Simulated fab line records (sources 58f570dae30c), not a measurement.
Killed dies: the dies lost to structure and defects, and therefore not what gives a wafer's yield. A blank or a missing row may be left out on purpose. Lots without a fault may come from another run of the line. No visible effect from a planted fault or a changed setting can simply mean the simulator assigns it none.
Struck lot and sound lot, side by side | flow berkeleyCmos170 | 17 steps out of a route of 331
Sound: wafers L949.2, L949.3, L949.5. Struck: wafer L959.2. (L959.1, L959.4 of the same lot were not struck and are left out.) The cause comes at the end.
At each step with rows: each side's tool, then ch and its chambers, then its first start. Under that, the readings that differ: sound wafers | struck wafers | difference of the means | sigmas: that difference in standard deviations of wafers without a fault.
alike: words and numbers the same on both sides, and readings whose means are apart by under 2 such deviations; not compared: readings that were withheld, readings missing a value for some wafer, numbers with overlapping values and no deviation given by the record, and bounds like >300 which may hide the same value.
Wherever a step has rows on one side only, a row that says differs or no value, or a row with sigmas, the two part there. Non-overlapping numbers with no deviation appear without sigmas and do not part them. Lack of a reading on every wafer of one side parts them only where that side has two or more wafers.

UCB170_V2_CMP_02: polishes SiO2.
  sound on cmp-02 ch 0,1, day 8 15:52; struck on cmp-01 ch 0, day 11 09:04
reading           | sound          | struck | difference | sigmas
motorCurrentA (A) | 14.3 15.7 14.5 | 19.4   | +4.6       | +2
UCB170_V2_BOW_MEAS_03:
  sound on filmMetro-04 at day 8 16:11; struck on filmMetro-01 at day 11 09:19
  alike: V2_BOW
UCB170_V2_THK_MEAS_04:
  sound on filmMetro-04 at day 8 16:18; struck on filmMetro-01 at day 11 09:26
  alike: V2_POLISHED_THK
then, 7 steps without rows for these wafers: UCB170_V2_CLEAN_05 (cleans in DIW); UCB170_V2_HMDS_06 (prime time 60 s); UCB170_V2_COAT_07 (resist thk 900 nm); UCB170_V2_SOFTBAKE_08 (time 60 s); UCB170_V2_EXPOSE_09 (exposes mask VIA2, target cd 700 nm); UCB170_V2_PEB_10; UCB170_V2_DEVELOP_11 (develop time 45 s).
UCB170_V2_CD_MEAS_12: target cd 700 nm.
  sound on cdSem-01 at day 8 17:42; struck on cdSem-01 at day 11 10:43
reading   | sound             | struck | difference | sigmas
cdNm (nm) | 698.8 697.6 697.7 | 701.0  | +3.0       | +2
UCB170_V2_OVL_MEAS_13:
  sound on overlay-01 at day 8 17:49; struck on overlay-01 at day 11 10:50
  alike: V2_OVL
UCB170_V2_ETCH_14: etches SiO2 in CHF3/CF4/Ar, stops on Al, target depth 1250 nm, time 291 s.
  sound on rieDiel-02 ch 0,1, day 8 17:50; struck on rieDiel-01 ch 0, day 11 10:52
reading                            | sound             | struck | difference | sigmas
oesProductAu (a.u.)                | 0.860 0.899 0.894 | 0.960  | +0.076     | +4
runLengthS (s)                     | 318.7 319.6 319.3 | 148.7  | -170.5     | -99 or more
model.V2.featureDepthNm (nm)       | 1001 1000 1001    | 514.6  | -486.1     | 
model.etch.depthNm (nm)            | 1001 1000 1001    | 514.6  | -486.1     | 
model.KrF_of_V2_COAT_07.thkNm (nm) | 611.7 615.6 616.1 | 768.6  | +154.1     | 
  alike: drypumpMotorCurrentA, throttleValvePct
  not compared: rfHoursCounterH
UCB170_V2_STRIP_15: strips in O2.
  sound on plasmaAsher-04 ch 0,1, day 8 18:06; struck on plasmaAsher-04 ch 0, day 11 11:02
reading                  | sound             | struck | difference | sigmas
stripTimeToEndpointS (s) | 15.35 15.46 15.44 | 19.04  | +3.62      | +36
  alike: drypumpMotorCurrentA, oesProductAu
  not compared: rfHoursCounterH
UCB170_V2_CD_MEAS_90: target cd 700 nm.
  sound on cdSem-02 at day 8 18:13; struck on cdSem-01 at day 11 11:08
reading   | sound             | struck | difference | sigmas
cdNm (nm) | 699.5 697.6 697.4 | 695.4  | -2.8       | -2
then, 1 step without rows for these wafers: UCB170_M3_PRE_CLEAN_00 (preclean etch time 60 s).
UCB170_M3_PROBE_99:
  only the struck wafers here have rows in the record (prober-01, day 11 14:52); the sound ones have none

WHERE THEY PART
Last at UCB170_M3_PROBE_99 as far as this record goes, first at UCB170_V2_CMP_02.

WHY: what had been put in by the simulator
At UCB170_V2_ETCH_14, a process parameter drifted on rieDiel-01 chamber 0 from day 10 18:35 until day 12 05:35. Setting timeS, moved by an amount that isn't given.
